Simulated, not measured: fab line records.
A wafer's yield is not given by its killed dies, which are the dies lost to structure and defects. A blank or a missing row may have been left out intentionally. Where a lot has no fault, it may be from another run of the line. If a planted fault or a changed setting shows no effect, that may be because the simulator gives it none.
2 desks, one fault	flow ritCmos	only its own numbers are on each desk; what lay behind them is given at the end

== FROM THE METROLOGY DESK ==
What the gauges read, lot by lot, whatever tool the lot ran on: means of the sampled wafers that have a number. Any lot whose mean is over 4 standard deviations away from the usual mean is out of limits and marked OUT; that distance is given in the brackets.
Columns: A = PSD_RS at RIT_SDANNEAL_RS_MEAS_04, usual 115.9 ohm/sq; B = NSD_RS at RIT_SDANNEAL_RS_MEAS_05, usual 84.61 ohm/sq; C = PLDD_RS at RIT_SDANNEAL_RS_MEAS_06, usual 178.7 ohm/sq
lot	first seen here	A	B	C
L233	day 3 08:26	116.3	84.54	179.4
L235	day 3 17:04	115.8	84.49	178.4
L234	day 3 17:48	116.1	84.56	178.8
L236	day 4 05:04	116.1	84.97	179.1
L237	day 4 11:31	115.8	84.29	178.5
L238	day 4 14:13	115.6	84.35	178.3
L239	day 4 14:28	115.8	84.61	178.8
L242	day 5 11:49	115.8	84.78	178.1
L246	day 6 10:26	130.1 (+46) OUT	85.31	194.5 (+30) OUT
L248	day 6 22:57	130.1 (+46) OUT	85.43	194.0 (+29) OUT
L251	day 7 12:11	115.5	84.21	178.2
L253	day 7 18:44	116.4	84.79	178.9
L255	day 8 09:26	116.1	84.79	178.8
This desk finds L246, L248 out of limits, with the earliest case on L246 at day 6 10:26 (PSD_RS at RIT_SDANNEAL_RS_MEAS_04). L233, L235, L234, L236, L237, L238, L239, L242, L251, L253, L255: within limits.

== FOR THE TOOL OWNER'S DESK: rtpAnneal-01 ==
The tool's own readings at RIT_SDANNEAL_RTA_03 (time 5 s): means of the sampled wafers that have a number, for each lot that ran on this tool. Any lot whose mean is over 4 standard deviations away from the usual mean is out of limits and marked OUT; that distance is given in the brackets.
Columns: A = wafer_temp_C_max at RIT_SDANNEAL_RTA_03, usual 1053.4
lot	first seen here	A
L235	day 3 16:59	1052.9
L236	day 4 05:00	1053.4
L238	day 4 14:06	1054.7
L242	day 5 11:42	1052.8
L246	day 6 10:22	1034.4 (-15) OUT
L248	day 6 22:53	1032.6 (-16) OUT
This desk's verdict: out of limits on L246, L248, starting with L246 at day 6 10:22 (wafer_temp_C_max at RIT_SDANNEAL_RTA_03). L235, L236, L238, L242: within limits.

== ALL TOGETHER ==
An alarm could have come from the tool owner's desk at day 6 10:22, on L246, L248.
On L246, L248, the metrology desk was in a position to raise an alarm at day 6 10:26.
On rtpAnneal-01, each named lot ran RIT_SDANNEAL_RTA_03.

== WHAT THE SIMULATOR HAD PUT IN ==
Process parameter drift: rtpAnneal-01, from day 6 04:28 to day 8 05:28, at RIT_SDANNEAL_RTA_03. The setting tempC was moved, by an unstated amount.
Struck lots among those shown: L246, L248.
Hours from the fault's start to each desk's first reading out of limits: the tool owner's desk, 6; the metrology desk, 6.
